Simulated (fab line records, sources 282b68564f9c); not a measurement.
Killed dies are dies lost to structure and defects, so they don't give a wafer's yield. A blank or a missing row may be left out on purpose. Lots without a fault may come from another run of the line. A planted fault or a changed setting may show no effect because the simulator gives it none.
One fault seen from 2 desks | flow rit_cmos | each desk has only its own numbers; what lay behind them comes last

THE METROLOGY DESK
What the gauges read, lot by lot, whatever tool the lot ran on: means of the sampled wafers that have a number. A lot is out of limits, marked OUT, if its mean lies more than 4 standard deviations from the usual mean; the brackets give that distance.
Columns: A = PSD_RS at RIT_SDANNEAL_RS_MEAS_04, usual 115.7 ohm/sq; B = NSD_RS at RIT_SDANNEAL_RS_MEAS_05, usual 84.4 ohm/sq; C = PLDD_RS at RIT_SDANNEAL_RS_MEAS_06, usual 178.3 ohm/sq
lot  | first seen here | A               | B               | C
L361 | day 3 01:04     | 115.8           | 84.3            | 178.1
L362 | day 3 07:11     | 114.9           | 84.2            | 177.8
L363 | day 3 14:52     | 115.8           | 84.7            | 179.2
L364 | day 3 18:52     | 115.4           | 84.2            | 177.8
L367 | day 4 07:56     | 115.6           | 84.2            | 177.8
L368 | day 4 11:35     | 115.8           | 84.3            | 177.8
L369 | day 4 18:32     | 115.6           | 84.8            | 177.5
L370 | day 4 23:49     | 115.6           | 84.6            | 178.4
L375 | day 5 23:20     | 116.1           | 84.3            | 178.8
L377 | day 6 09:47     | 115.8           | 84.6            | 178.6
L378 | day 6 15:50     | 144.0 (+83) OUT | 85.4            | 214.5 (+71) OUT
L380 | day 7 02:01     | 145.1 (+86) OUT | 86.4 (+5.6) OUT | 215.7 (+73) OUT
L381 | day 7 07:12     | 115.8           | 84.1            | 178.0
L383 | day 7 21:05     | 115.8           | 84.7            | 178.1
This desk's finding: out of limits on L378, L380; first on L378, day 6 15:50 (PSD_RS at RIT_SDANNEAL_RS_MEAS_04). In limits: L361, L362, L363, L364, L367, L368, L369, L370, L375, L377, L381, L383.

THE TOOL OWNER'S DESK: rtp_anneal-02
The tool's own readings at RIT_SDANNEAL_RTA_03 (time 5 s): means of the sampled wafers that have a number, for each lot that ran on this tool. A lot is out of limits, marked OUT, if its mean lies more than 4 standard deviations from the usual mean; the brackets give that distance.
Columns: A = wafer_temp_C_max at RIT_SDANNEAL_RTA_03, usual 1053.5
lot  | first seen here | A
L362 | day 3 07:08     | 1052.5
L364 | day 3 18:47     | 1053.7
L368 | day 4 11:31     | 1053.7
L370 | day 4 23:44     | 1054.5
L378 | day 6 15:46     | 1015.4 (-35) OUT
L380 | day 7 01:58     | 1013.4 (-36) OUT
This desk's finding: out of limits on L378, L380; first on L378, day 6 15:46 (wafer_temp_C_max at RIT_SDANNEAL_RTA_03). In limits: L362, L364, L368, L370.

PUT TOGETHER
The tool owner's desk could have raised an alarm at day 6 15:46, on L378, L380.
The metrology desk could have raised an alarm at day 6 15:50, on L378, L380.
Of the lots named, all ran RIT_SDANNEAL_RTA_03 on rtp_anneal-02.

WHAT THE SIMULATOR HAD PUT IN
Process parameter drift: rtp_anneal-02, from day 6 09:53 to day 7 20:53, at RIT_SDANNEAL_RTA_03. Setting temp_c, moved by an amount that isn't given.
Lots struck among those shown: L378, L380.
Hours from the fault's start to each desk's first reading out of limits: the tool owner's desk, 6; the metrology desk, 6.
